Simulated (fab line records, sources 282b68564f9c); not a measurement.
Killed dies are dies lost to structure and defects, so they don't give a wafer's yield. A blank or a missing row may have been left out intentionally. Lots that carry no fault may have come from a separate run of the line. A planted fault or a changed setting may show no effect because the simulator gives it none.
A struck lot beside a sound one -- flow rit_cmos -- 2 out of 202 route steps
Sound: wafers L160.1, L160.2, L160.4. Wafers struck: L156.4, L156.5, L156.6. Last of all comes the cause.
For every step that has rows: the tool of each side, followed by ch and its chambers, followed by its first start. Under that, the readings that differ: sound wafers -- struck wafers -- difference of the means -- sigmas: that difference in standard deviations of wafers without a fault.
alike: words and numbers the same on both sides, and readings whose means are apart by under 2 such deviations; not compared: readings that were withheld, readings missing a value for some wafer, numbers with overlapping values and no deviation given by the record, and bounds like >300 which may hide the same value.
The two part at a step that has a row with sigmas, a row that says differs or no value, or rows on one side only. Non-overlapping numbers with no deviation appear without sigmas and do not part them. A reading that every wafer of one side lacks parts them only if that side has two wafers or more.

RIT_ACTIVE_BOW_MEAS_00:
  sound on film_metro-01 at day 5 09:00; struck on film_metro-02 at day 4 13:04
  alike: INCOMING_BOW
RIT_ACTIVE_OXIDATION_01: target thk 46.8 nm, ox time 3360 s.
  sound on furnace-01 ch 0, day 5 09:07; struck on furnace-02, day 4 13:07
  no value came back on the struck wafers for ox_temp_c (C), ox_temp_c_max; on the sound wafers ox_temp_c (C) reads 1000.4 1000.1 1000.3

## WHERE THEY PART
At RIT_ACTIVE_OXIDATION_01 and nowhere else, as far as this record goes.

WHY: what the simulator had put in
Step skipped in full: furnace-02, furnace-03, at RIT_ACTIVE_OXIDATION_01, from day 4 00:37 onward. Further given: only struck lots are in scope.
